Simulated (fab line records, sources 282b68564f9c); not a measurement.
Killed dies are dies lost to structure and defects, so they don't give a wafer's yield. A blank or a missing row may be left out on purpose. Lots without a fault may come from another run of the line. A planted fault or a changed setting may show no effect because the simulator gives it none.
A struck lot beside a sound one | flow rit_cmos | 15 steps out of a route of 202
Sound: wafers L478.1, L478.4, L478.6. Struck: wafer L493.6. (L493.1, L493.5 of the same lot were not struck and are left out.) The cause comes at the end.
At each step with rows: each side's tool, then ch and its chambers, then its first start. Under that, the readings that differ: sound wafers | struck wafers | difference of the means | sigmas: that difference in standard deviations of wafers without a fault.
alike: readings whose means differ by less than 2 such deviations, and words and numbers that are the same on both sides. not compared: withheld readings, readings that some wafer has no value for, bounds like >300 that may hide the same value, and numbers for which the record gives no deviation and whose values overlap.
The two part at a step that has a row with sigmas, a row that says differs or no value, or rows on one side only. Numbers that don't overlap but have no deviation are shown without sigmas and don't part them. A reading that every wafer of one side lacks parts them only if that side has two wafers or more.

RIT_GATE_THK_MEAS_07:
  sound on film_metro-03, day 3 00:36; struck on film_metro-02, day 6 03:23
  alike: GATE_OXIDE_THK
then, 1 step without rows for these wafers: RIT_GATE_CVD_08 (deposits poly-Si from SiH4, target thk 250 nm, time 2220 s).
RIT_GATE_THK_MEAS_09:
  sound on film_metro-03, day 3 02:16; struck on film_metro-02, day 6 05:04
  reading            | sound             | struck | difference | sigmas
  GATE_POLY_THK (nm) | 247.5 249.7 248.6 | 254.4  | +5.8       | +3
then, 6 steps without rows for these wafers: RIT_GATE_HMDS_10 (prime time 60 s); RIT_GATE_COAT_11 (resist thk 850 nm); RIT_GATE_SOFTBAKE_12 (time 60 s); RIT_GATE_EXPOSE_13 (exposes mask M6, target cd 150 nm); RIT_GATE_PEB_14; RIT_GATE_DEVELOP_15 (develop time 50 s).
RIT_GATE_CD_MEAS_16: target cd 150 nm.
  sound on cd_sem-01, day 3 03:11; struck on cd_sem-02, day 6 06:05
  alike: cd_nm
RIT_GATE_OVL_MEAS_17:
  sound on overlay-02, day 3 03:18; struck on overlay-01, day 6 06:13
  alike: GATE_OVL
then, 1 step without rows for these wafers: RIT_GATE_HARDBAKE_18 (time 60 s).
RIT_GATE_ETCH_19: etches poly-Si in SF6/CHF3/O2, stops on SiO2, time 165 s, target depth 312.5 nm.
  sound on rie_si-02 ch 0,1, day 3 03:29; struck on rie_si-01 ch 2, day 6 06:24
  reading                                   | sound             | struck | difference | sigmas
  model.NOVOLAK_of_GATE_COAT_11.thk_nm (nm) | 667.6 666.1 667.8 | 682.5  | +15.3      |
  alike: SF6_flow_sccm, drypump_motor_current_A, oes_product_au, throttle_valve_pct
  not compared: rf_hours_counter_h
RIT_GATE_STRIP_20: strips in O2, time 180 s.
  sound on plasma_asher-01 ch 0,1, day 3 03:36; struck on plasma_asher-03 ch 0, day 6 06:30
  alike: drypump_motor_current_A
  not compared: rf_hours_counter_h
RIT_M1_PROBE_99:
  sound on prober-01, day 3 23:16; struck on prober-01, day 7 03:16
  reading                                          | sound                       | struck    | difference | sigmas
  model.etest.poly_comb_over_steps.leak_log10_a_um | -12.88 -12.65 -12.76        | -4.05     | +8.71      |
  model.etest.antenna_poly.vt_shift_v (V)          | -0.00847 -0.01191 -0.007137 | -0.003275 | +0.005897  |

WHERE THEY PART
Only at RIT_GATE_THK_MEAS_09, within this record. Later steps at which nothing parts them and some readings are alike: RIT_GATE_CD_MEAS_16, RIT_GATE_OVL_MEAS_17, RIT_GATE_ETCH_19, RIT_GATE_STRIP_20.

WHY: what the simulator had put in
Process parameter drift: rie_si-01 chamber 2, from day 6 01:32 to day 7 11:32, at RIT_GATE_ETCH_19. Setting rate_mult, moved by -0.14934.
